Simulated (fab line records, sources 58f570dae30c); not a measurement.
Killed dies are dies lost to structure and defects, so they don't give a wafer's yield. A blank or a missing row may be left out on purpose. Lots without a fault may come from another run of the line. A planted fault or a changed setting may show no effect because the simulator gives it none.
fab line records | flow berkeley_cmos170
record lots=14 wafers=42 last_day=13
route steps=331 shown SACOX@98
lots that met no fault: from a run of the same line without faults
start_h: hours from the record's first day to the start of the lot's first wafer shown | wait_h: hours since the lot's step before | " the same as in the row above | L1.1+2: a row that stands for several wafers | - no value, or no start given | * or withheld: withheld | < > ~ a bound
route shown NAME@n: a module of which the file shows steps, and the number in the route of the first | usual: mean/standard deviation of fault-free wafers | same: alike in all rows | chamber/n: place in a boat | sites: the reading at each site | _std_site: their standard deviation | _edge_site: outer sites' mean less inner sites' | radius_mm: how far each site lies from the wafer's centre | mask NAME#n: copy n | behind: the tool/chamber that last shaped the wafer | hold: why the lot was held/for how many hours/how that ended | device: the transistor (n, p or np) that didn't switch | end of line: the same wafers' tests at the end of the route | a step without rows: its recipe alone | killed: dies lost to structure and defects at the first sort, not the wafer's yield | map: a wafer's dies, x killed, . not, _ none there
set.NAME: the setting as run; set.NAME@STEP: as run at that earlier step | model.NAME: the simulator's own value behind a step, which no gauge read
steps of the route over a sample of lots; a table a step, a row a wafer
services: from which hour (start_h, from the record's first day; less than 0 if before it) a tool's chamber was out of use, for how many hours, and why
## steps
# step UCB170_SACOX_OXIDATION_01
# recipe temp_c=900 ambient=O2 target_thk_a=144 ox_time_s=2400
# usual ox_temp_c=900.0/0.43 ox_temp_c_max=906.0/1.6
# columns lot.wafer tool chamber start_h wait_h ox_temp_c ox_temp_c_max
L223.3 furnace-04 0 121.19 4.0 900.3 906.6
L223.4 " 0 " " 900.6 904.5
L223.6 " 0 " " 900.5 905.8
L225.1 furnace-04 0 137.79 10.0 899.8 904.1
L225.5 " 0 " " 900.2 907.3
L225.6 " 0 " " 900.3 905.7
L226.1 furnace-04 0 137.79 10.0 900.9 905.2
L226.3 " 0 " " 900.4 907.3
L226.5 " 0 " " 900.7 906.1
L227.1 furnace-01 0 145.25 6.7 900.0 907.7
L227.2 " 0 " " 899.5 905.8
L227.6 " 0 " " 899.8 910.1
L228.2 furnace-01 0 145.25 6.7 900.3 906.7
L228.3 " 0 " " 899.6 906.7
L228.5 " 0 " " 900.1 906.9
L229.2 furnace-02 0 153.97 4.8 900.2 906.8
L229.4 " 0 " " 899.7 905.6
L229.6 " 0 " " 899.8 905.5
L234.1 furnace-04 - 184.78 2.7 - -
L234.5 " - " " - -
L234.6 " - " " - -
L235.1 furnace-04 - 184.78 2.7 - -
L235.4 " - " " - -
L235.6 " - " " - -
L236.2 furnace-04 0 184.78 2.6 900.4 905.7
L236.4 " 0 " " 899.7 905.9
L236.6 " 0 " " 900.1 904.7
L237.4 furnace-04 0 184.78 0.3 900.6 905.5
L237.5 " 0 " " 900.7 905.9
L237.6 " 0 " " 899.8 903.2
L238.1 furnace-04 0 184.78 2.7 900.2 905.6
L238.2 " 0 " " 900.1 904.9
L238.5 " 0 " " 899.7 903.3
L241.1 furnace-02 0 215.57 4.8 900.3 908.9
L241.3 " 0 " " 900.5 908.7
L241.4 " 0 " " 899.2 905.4
L242.1 furnace-02 0 225.78 3.2 899.9 907.1
L242.2 " 0 " " 899.4 905.7
L242.4 " 0 " " 899.8 909.7
L243.1 furnace-02 0 225.78 3.2 899.9 906.6
L243.2 " 0 " " 900.6 907.7
L243.5 " 0 " " 900.3 907.2
## services
# columns tool chamber start_h hours kind
furnace-02 - 130.45 3.1 pm
furnace-01 - 130.98 3.8 pm
furnace-01 - 134.79 5.0 pm
furnace-04 - 159.65 3.7 pm
furnace-02 - 206.14 2.9 repair
## key
first_sign step=UCB170_SACOX_OXIDATION_01 reading=tool_record direction=missing
effect none on later readings
met_at UCB170_SACOX_OXIDATION_01
struck_lots L234,L235
later_rows_left_out L234.1,L234.5,L234.6,L235.1,L235.4,L235.6
sort_left_out L234.1,L234.5,L234.6,L235.1,L235.4,L235.6
tester_left_out L234,L235
onset_between 137.79 184.78
fault kind=skipped_step_whole tool=furnace-04 chamber=- onset_h=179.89 steps=UCB170_SACOX_OXIDATION_01 scope=struck_lots_only
# tester_left_out: of these lots the tester's yield and bins aren't shown, on N5 and GAA mostly nor the transistor test; their killed dies are dies lost to structure and defects alone, not to doping, threshold or leakage, so they don't give the yield
# sort_left_out: the simulated sort isn't trusted on such a fault, so these wafers' sort isn't shown, and their yield isn't known
# later_rows_left_out: the simulator's readings of these wafers behind a module that went badly wrong aren't trusted and aren't shown, but for the sort
